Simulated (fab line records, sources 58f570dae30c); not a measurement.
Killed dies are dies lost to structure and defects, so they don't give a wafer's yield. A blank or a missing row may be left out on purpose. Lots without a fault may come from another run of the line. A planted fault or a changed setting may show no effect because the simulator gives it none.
A struck lot beside a sound one | flow berkeley_cmos170 | 15 steps out of a route of 331
Sound: wafers L277.1, L277.4, L277.5. Struck: wafers L294.3, L294.4, L294.6. The cause comes at the end.
At each step with rows: each side's tool, then ch and its chambers, then its first start. Under that, the readings that differ: sound wafers | struck wafers | difference of the means | sigmas: that difference in standard deviations of wafers without a fault.
alike: readings whose means differ by less than 2 such deviations, and words and numbers that are the same on both sides. not compared: withheld readings, readings that some wafer has no value for, bounds like >300 that may hide the same value, and numbers for which the record gives no deviation and whose values overlap.
The two part at a step that has a row with sigmas, a row that says differs or no value, or rows on one side only. Numbers that don't overlap but have no deviation are shown without sigmas and don't part them. A reading that every wafer of one side lacks parts them only if that side has two wafers or more.

UCB170_NVT_OVL_MEAS_06:
  sound on overlay-01, day 5 13:08; struck on overlay-02, day 8 10:02
  alike: NVT_OVL
then, 1 step without rows for these wafers: UCB170_NVT_IMPLANT_07.
UCB170_NVT_STRIP_08: strips in O2.
  sound on plasma_asher-01 ch 0, day 5 13:19; struck on plasma_asher-04 ch 0,1, day 8 10:15
  alike: drypump_motor_current_A, o2_flow_sccm, oes_product_au, strip_time_to_endpoint_s
  not compared: rf_hours_counter_h
UCB170_NVT_TW_MEAS_09:
  sound on film_metro-01, day 5 13:25; struck on film_metro-04, day 8 10:20
  alike: NVT_TW
then, 7 steps without rows for these wafers: UCB170_NVT_CLEAN_10 (cleans in SPM, time 600 s); UCB170_PVT_HMDS_00 (prime time 60 s); UCB170_PVT_COAT_01 (resist thk 900 nm); UCB170_PVT_SOFTBAKE_02 (time 60 s); UCB170_PVT_EXPOSE_03 (exposes mask NWELL, target cd 3000 nm); UCB170_PVT_PEB_04; UCB170_PVT_DEVELOP_05 (develop time 45 s).
UCB170_PVT_OVL_MEAS_06:
  sound on overlay-02, day 5 15:35; struck on overlay-02, day 8 12:15
  alike: PVT_OVL
UCB170_PVT_IMPLANT_07:
  sound on implanter-04 ch 0, day 5 15:37; struck on implanter-04 ch 0, day 8 12:20
  reading            | sound             | struck            | difference | sigmas
  tilt_deg (degrees) | 6.994 6.983 6.964 | 6.442 6.437 6.446 | -0.539     | -24
UCB170_PVT_STRIP_08: strips in O2.
  sound on plasma_asher-01 ch 0,1, day 5 15:46; struck on plasma_asher-01 ch 0,1, day 8 12:28
  alike: drypump_motor_current_A, o2_flow_sccm, oes_product_au, strip_time_to_endpoint_s
  not compared: rf_hours_counter_h
UCB170_M3_PROBE_99:
  the record has rows for the sound wafers here (prober-02, day 7 19:43) and none for the struck ones

WHERE THEY PART
First at UCB170_PVT_IMPLANT_07; last, within this record, at UCB170_M3_PROBE_99.

WHY: what the simulator had put in
Process parameter drift: implanter-04, from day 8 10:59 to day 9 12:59, at UCB170_PVT_IMPLANT_07. Setting tilt_deg, moved by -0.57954, from 7. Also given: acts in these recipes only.
